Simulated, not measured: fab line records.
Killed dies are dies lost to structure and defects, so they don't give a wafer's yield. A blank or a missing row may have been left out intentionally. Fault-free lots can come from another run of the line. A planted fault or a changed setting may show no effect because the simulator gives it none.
Tool commonality check | flow berkeleyCmos170 | Lots sampled 15, wafers sampled 45

## THE REASON FOR OPENING IT
At UCB170_NWELL_THK_MEAS_02 the reading NWELL_OXIDE_THK is flagged on 3 of 15 lots. Wafers without a fault read 26.4 nm, standard deviation 0.5.
Rule: a lot gets a flag if all its wafers with a number sit over 4 standard deviations from that mean, or if no wafer of it has a number. The rest of the lots are taken to be sound.

lot  | measured    | on           | NWELL_OXIDE_THK (nm), wafer by wafer | flag
L697 | day 1 23:31 | filmMetro-03 | 25.7 26.0 26.4                       | 
L698 | day 2 04:50 | filmMetro-04 | 26.0 26.0 26.2                       | 
L699 | day 2 11:19 | filmMetro-03 | 26.3 26.9 25.8                       | 
L700 | day 2 12:40 | filmMetro-03 | 26.3 26.4 26.4                       | 
L702 | day 2 23:30 | filmMetro-04 | 27.1 26.8 26.8                       | 
L703 | day 3 04:32 | filmMetro-01 | 26.0 26.1 26.4                       | 
L705 | day 3 21:56 | filmMetro-03 | 26.6 27.0 27.3                       | 
L706 | day 3 21:56 | filmMetro-01 | 26.9 26.3 27.4                       | 
L708 | day 4 02:17 | filmMetro-01 | 27.2 26.6 26.7                       | 
L709 | day 4 12:18 | filmMetro-04 | 24.2 24.0 23.7                       | FLAGGED
L710 | day 4 16:19 | filmMetro-04 | 23.5 24.1 23.9                       | FLAGGED
L711 | day 4 16:19 | filmMetro-01 | 22.9 22.9 23.6                       | FLAGGED
L712 | day 4 21:56 | filmMetro-01 | 26.4 26.3 26.3                       | 
L713 | day 5 07:47 | filmMetro-04 | 25.8 25.8 26.2                       | 
L718 | day 6 12:11 | filmMetro-03 | 25.9 25.3 25.9                       | 
On average the flagged lots' numbers are 23.6 nm, which is -2.8 nm against the usual, or -6 standard deviations.

## WHICH TOOL RAN EACH LOT
The record holds 2 process steps before the reading, out of a route of 331 steps. Every cell lists first the tool, next ch and the chambers used by the sampled wafers, and last the start.
lot  | flag    | UCB170_ZERO_STRIP_07               | UCB170_NWELL_OXIDATION_01
L697 |         | plasmaAsher-03 ch 0,1, day 1 19:59 | furnace-01 ch 0, day 1 22:10
L698 |         | plasmaAsher-02 ch 0,1, day 1 23:34 | furnace-04 ch 0, day 2 03:27
L699 |         | plasmaAsher-03 ch 0,1, day 2 06:56 | furnace-02 ch 0, day 2 09:58
L700 |         | plasmaAsher-01 ch 0,1, day 2 10:07 | furnace-02 ch 0, day 2 11:19
L702 |         | plasmaAsher-01 ch 0,1, day 2 20:59 | furnace-02 ch 0, day 2 22:09
L703 |         | plasmaAsher-02 ch 0,1, day 3 00:25 | furnace-04 ch 0, day 3 03:11
L705 |         | plasmaAsher-02 ch 0,1, day 3 15:38 | furnace-01 ch 0, day 3 20:35
L706 |         | plasmaAsher-01 ch 0,1, day 3 17:26 | furnace-01 ch 0, day 3 20:35
L708 |         | plasmaAsher-03 ch 1, day 4 00:34   | furnace-01 ch 0, day 4 00:56
L709 | FLAGGED | plasmaAsher-02 ch 0,1, day 4 06:29 | furnace-01 ch 0, day 4 10:57
L710 | FLAGGED | plasmaAsher-02 ch 0,1, day 4 14:09 | furnace-01 ch 0, day 4 14:58
L711 | FLAGGED | plasmaAsher-03 ch 0, day 4 14:34   | furnace-01 ch 0, day 4 14:58
L712 |         | plasmaAsher-01 ch 0,1, day 4 18:58 | furnace-04 ch 0, day 4 20:35
L713 |         | plasmaAsher-01 ch 0,1, day 5 04:34 | furnace-04 ch 0, day 5 06:26
L718 |         | plasmaAsher-03 ch 0,1, day 6 05:29 | furnace-04 ch 0, day 6 10:49
What the steps here do:
- UCB170_ZERO_STRIP_07: strips in O2.
- UCB170_NWELL_OXIDATION_01: target thk 26.4 nm, ox time 1260 s.
- UCB170_NWELL_THK_MEAS_02

## FLAGGED OVER TOTAL, TOOL BY TOOL (the gauges that took the reading come last)
step                      | tool           | lots run | flagged | share of the flagged lots | sound lots run after its first flagged lot
UCB170_ZERO_STRIP_07      | plasmaAsher-01 | 5        | 0       | none                      | -
UCB170_ZERO_STRIP_07      | plasmaAsher-02 | 5        | 2       | some                      | 0
UCB170_ZERO_STRIP_07      | plasmaAsher-03 | 5        | 1       | some                      | 1 (L718)
UCB170_NWELL_OXIDATION_01 | furnace-01     | 7        | 3       | all                       | 0
UCB170_NWELL_OXIDATION_01 | furnace-02     | 3        | 0       | none                      | -
UCB170_NWELL_OXIDATION_01 | furnace-04     | 5        | 0       | none                      | -
UCB170_NWELL_THK_MEAS_02  | filmMetro-01   | 5        | 1       | some                      | 1 (L712)
UCB170_NWELL_THK_MEAS_02  | filmMetro-03   | 5        | 0       | none                      | -
UCB170_NWELL_THK_MEAS_02  | filmMetro-04   | 5        | 2       | some                      | 1 (L713)

## THE TABLE: WHAT IT ALLOWS
Rows of the table that ran each flagged lot: 1, that is furnace-01 at UCB170_NWELL_OXIDATION_01.
- furnace-01 at UCB170_NWELL_OXIDATION_01 ran 7 lots, 3 of them flagged. It ran its last sound lot, L708, at day 4 00:56 and its first flagged lot, L709, at day 4 10:57: a fault with its onset between the two fits.
Just one tool remains: furnace-01 at UCB170_NWELL_OXIDATION_01.

## WHAT WAS PUT IN BY THE SIMULATOR
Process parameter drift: furnace-01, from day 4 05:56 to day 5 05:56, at UCB170_NWELL_OXIDATION_01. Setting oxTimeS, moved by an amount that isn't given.
Shown lots that were struck: L709, L710, L711. This agrees with what the rule above found.
